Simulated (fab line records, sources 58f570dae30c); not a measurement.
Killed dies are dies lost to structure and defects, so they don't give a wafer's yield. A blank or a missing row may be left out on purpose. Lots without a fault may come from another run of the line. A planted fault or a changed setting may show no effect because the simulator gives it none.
Problem report in the 8D (eight disciplines) form, filled by code | flow berkeley_cmos170 | the parts of the form that need people (team, actions taken, sign-off) are left out

1. THE PROBLEM
PLDD_RS at UCB170_SDANNEAL_RS_MEAS_04 reads a mean of 949.8 ohm/sq on 6 wafers of 2 lots; wafers without a fault read 1032.3 ohm/sq with a standard deviation of 3. That is -27 standard deviations from the usual mean.
The step: measures by four-point-probe.
First seen on wafer L636.2, day 8 18:54, on film_metro-04. The record holds 42 wafers of 14 lots with a number at this step. Rule for "out", or "out of limits": more than 4 standard deviations from the usual mean. The other wafers with a number count as sound.

2. WHAT IT IS AND WHAT IT IS NOT
question                    | is                           | is not
which readings at this step | PLDD_RS                      | -
which lots                  | L636, L637                   | L627, L628, L629, L630, L631, L633, L634, L635, L638, L640, L644, L647
which wafers of those lots  | all that have a number       | -
read on which gauges        | film_metro-01, film_metro-04 | film_metro-03
when                        | from day 8 18:54             | up to then (24 sound wafers); but 12 sound wafers of L638, L640, L644, L647 came after

3. SUSPECTS, AND WHAT RULES EACH OUT
Counting: a tool at a process step up to the reading stays a suspect if it ran every lot that is out and no sound lot after the first of them.
- the gauge at UCB170_SDANNEAL_RS_MEAS_04: ruled out. The wafers that are out were read on 2 gauges (film_metro-01, film_metro-04).
- furnace-01 at UCB170_SPACER_ANNEAL_02 (time 1800 s): kept. It ran every lot that is out, first L636 (day 8 12:43), and no sound lot after that; its last sound lot up to then is L635 (day 8 04:58).
Left after counting: furnace-01 at UCB170_SPACER_ANNEAL_02.

4. THE CAUSE (what the simulator had put in)
Process parameter drift: furnace-01, from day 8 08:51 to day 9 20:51, at UCB170_SPACER_ANNEAL_02. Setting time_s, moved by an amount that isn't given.
Counting left only this tool.

5. THE CHAIN OF EFFECTS, in route order
Each row: a reading whose mean over the struck wafers that have a number lies more than 3 standard deviations from the usual. Only readings for which the record gives a usual standard deviation are gone through. hours: the time from each lot's start at the first step in this table that gives one to its start at this step, as a median over the lots. sigmas: the change in usual standard deviations.
hours | step                       | reading | usual         | on struck wafers | change | sigmas
0     | UCB170_SDANNEAL_RS_MEAS_04 | PLDD_RS | 1032.3 ohm/sq | 949.8            | -82.5  | -27
0     | UCB170_SDANNEAL_RS_MEAS_05 | NLDD_RS | 616.6 ohm/sq  | 606.7            | -9.9   | -8.2
Later measuring or inspecting steps at which every struck wafer that the step has a row for has a number for every such reading, and none has moved that far: UCB170_M3_OVL_MEAS_16.

6. WHAT WOULD HAVE CAUGHT IT SOONER
In this record the first reading out of limits at a measuring or inspecting step was taken at day 8 18:54, 10 hours after the fault began at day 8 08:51.
All the lots that are out (2) had begun UCB170_SPACER_ANNEAL_02 on furnace-01 by day 8 18:54. A hold on the tool at that time would have spared none of them.
